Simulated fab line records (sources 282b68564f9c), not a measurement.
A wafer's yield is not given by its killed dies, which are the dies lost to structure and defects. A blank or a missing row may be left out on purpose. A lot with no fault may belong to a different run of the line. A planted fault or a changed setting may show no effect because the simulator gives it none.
The tool behind it: which one? || flow rit_cmos || route of 202 steps, sampled at 1 step: 7 lots, 21 wafers

== WHAT EACH GAUGE READ, for each wafer ==
RIT_NWELL_TW_MEAS_10.
{"lot": "L856", "measured": "day 2 07:11", "on": "film_metro-03", "NWELL_TW": "2089 2101 2107"}
{"lot": "L859", "measured": "day 2 22:23", "on": "film_metro-01", "NWELL_TW": "2109 2109 2112"}
{"lot": "L861", "measured": "day 3 04:38", "on": "film_metro-04", "NWELL_TW": "2119 2135 2139"}
{"lot": "L868", "measured": "day 4 14:45", "on": "film_metro-01", "NWELL_TW": "2107 2106 2113"}
{"lot": "L870", "measured": "day 5 03:31", "on": "film_metro-04", "NWELL_TW": "2137 2143 2139"}
{"lot": "L875", "measured": "day 6 12:14", "on": "film_metro-01", "NWELL_TW": "2138 2125 2137"}
{"lot": "L877", "measured": "day 6 16:49", "on": "film_metro-04", "NWELL_TW": "2143 2142 2142"}

== WHAT TOOL EACH LOT RAN ON (gives the tool, then ch and the chambers of the sampled wafers, and finally the start) ==
No process step before these readings appears in the record.

== THE ANSWER, worked out from the rows above alone ==
Rule: usual is defined by the lots themselves. The widest of any qualifying gaps counts: lots, ordered by their means at a reading, are off when they make up no more than a third of the lots, leave a main group of 4 or more, and stand apart from it by 3 or more times the standard deviation of that group's means. A main group whose means are all the same, to the digits that the tables above print for the reading, isn't used. A lot without any number at a reading at which 4 lots or more have one is off too. All remaining lots with rows at the step are treated as sound.
No lot is off on any of the readings shown, so nothing can be concluded from this.

== WHAT WAS PUT IN BY THE SIMULATOR ==
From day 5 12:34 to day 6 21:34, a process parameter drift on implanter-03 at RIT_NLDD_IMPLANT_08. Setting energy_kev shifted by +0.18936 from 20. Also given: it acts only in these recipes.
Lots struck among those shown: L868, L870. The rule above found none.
